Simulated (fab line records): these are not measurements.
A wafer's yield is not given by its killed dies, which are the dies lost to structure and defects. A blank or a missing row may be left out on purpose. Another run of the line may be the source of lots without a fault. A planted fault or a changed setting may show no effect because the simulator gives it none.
The tool behind it: which one? ; flow berkeleyCmos170 ; 39 wafers from 13 lots sampled at 3 of the route's 331 steps

## WHAT THE GAUGES SHOWED, per wafer
UCB170_GATE_THK_MEAS_05. Usual: GATE_POLY_THK 212.7 nm, standard deviation 2.6.
lot;measured;on;GATE_POLY_THK (nm);flag
L206;day 7 03:56;filmMetro-04;214.5 212.7 215.9;
L205;day 7 04:00;filmMetro-04;219.8 218.2 217.5;
L207;day 7 16:28;filmMetro-03;212.5 213.3 212.4;
L209;day 7 16:28;filmMetro-04;210.1 209.4 209.3;
L212;day 8 08:56;filmMetro-01;211.1 209.1 211.5;
L211;day 8 08:57;filmMetro-03;214.5 212.7 213.6;
L210;day 8 08:58;filmMetro-04;210.1 211.0 211.7;
L213;day 8 20:26;filmMetro-01;211.6 212.0 211.0;
L215;day 9 03:52;filmMetro-04;208.6 209.0 208.7;
L225;day 10 22:50;filmMetro-01;214.2 213.8 215.0;
L224;day 10 22:51;filmMetro-04;216.4 218.1 218.3;
L227;day 11 09:58;filmMetro-03;212.2 213.9 212.7;
L228;day 11 10:01;filmMetro-03;213.4 213.2 212.4;

UCB170_NLDD_TW_MEAS_11. Usual: NLDD_TW 2197, standard deviation 20.
lot;measured;on;NLDD_TW;flag
L206;day 7 10:16;filmMetro-04;2231 2215 2215;
L205;day 7 10:52;filmMetro-02;2171 2174 2171;
L207;day 7 22:25;filmMetro-03;2187 2200 2194;
L209;day 7 22:58;filmMetro-04;2225 2220 2220;
L212;day 8 15:40;filmMetro-03;2203 2208 2197;
L211;day 8 16:14;filmMetro-02;2185 2171 2182;
L210;day 8 16:25;filmMetro-03;2202 2203 2197;
L213;day 9 02:43;filmMetro-04;2224 2214 2235;
L215;day 9 11:20;filmMetro-03;2201 2186 2187;
L225;day 11 06:43;filmMetro-04;2215 2221 2217;
L224;day 11 06:38;filmMetro-02;2182 2160 2181;
L227;day 11 17:17;filmMetro-03;2189 2191 2194;
L228;day 11 17:52;filmMetro-04;2219 2220 2207;

## WHAT TOOL EACH LOT RAN ON (gives the tool, then ch and the chambers of the sampled wafers, and finally the start)
lot;UCB170_GATE_STRIP_16
L206;plasmaAsher-02 ch 0,1, day 7 06:10
L205;plasmaAsher-01 ch 0,1, day 7 06:39
L207;plasmaAsher-02 ch 0,1, day 7 18:26
L209;plasmaAsher-01 ch 0,1, day 7 18:42
L212;plasmaAsher-02 ch 0,1, day 8 10:23
L211;plasmaAsher-01 ch 0,1, day 8 10:50
L210;plasmaAsher-04 ch 0,1, day 8 11:01
L213;plasmaAsher-02 ch 0,1, day 8 21:53
L215;plasmaAsher-01 ch 0,1, day 9 05:54
L225;plasmaAsher-02 ch 0,1, day 11 01:58
L224;plasmaAsher-02 ch 0,1, day 11 01:42
L227;plasmaAsher-02 ch 0,1, day 11 11:45
L228;plasmaAsher-02 ch 1, day 11 12:16
- UCB170_GATE_STRIP_16: strips in O2.

## AS READ BY THE TOOLS THEMSELVES (means over the sampled wafers that have a number; for cases with no such wafer, the mark the record gives instead)
UCB170_GATE_STRIP_16. Usual: drypumpMotorCurrentA 5.4 A, standard deviation 0.37; oesProductAu 0.723 a.u., standard deviation 0.0045.
lot;tool;drypumpMotorCurrentA (A);oesProductAu (a.u.);flag
L206;plasmaAsher-02;5.4;0.727;
L205;plasmaAsher-01;5.3;0.724;
L207;plasmaAsher-02;5.6;0.725;
L209;plasmaAsher-01;5.3;0.724;
L212;plasmaAsher-02;5.6;0.723;
L211;plasmaAsher-01;5.3;0.726;
L210;plasmaAsher-04;5.2;0.720;
L213;plasmaAsher-02;5.4;0.720;
L215;plasmaAsher-01;5.5;0.724;
L225;plasmaAsher-02;5.4;0.729;
L224;plasmaAsher-02;5.6;0.719;
L227;plasmaAsher-02;5.6;0.726;
L228;plasmaAsher-02;5.7;0.726;

## THE ANSWER, worked out from the rows above alone
Rule: take the mean of a lot's wafers that have a number; if it is more than 3 standard deviations from the usual mean, the lot is off. A lot without any number at a reading at which 4 lots or more have one is off too. All remaining lots with rows at the step are treated as sound. After the gauges, taken in route order, come the tools' own readings; for these a lot's mean is taken, as printed above. At the first step where some lot is off, the reading lying furthest off is the one used; lots without a number count as furthest.
None of the lots is off at any reading shown; this tells nothing.

## WHAT THE SIMULATOR PUT IN
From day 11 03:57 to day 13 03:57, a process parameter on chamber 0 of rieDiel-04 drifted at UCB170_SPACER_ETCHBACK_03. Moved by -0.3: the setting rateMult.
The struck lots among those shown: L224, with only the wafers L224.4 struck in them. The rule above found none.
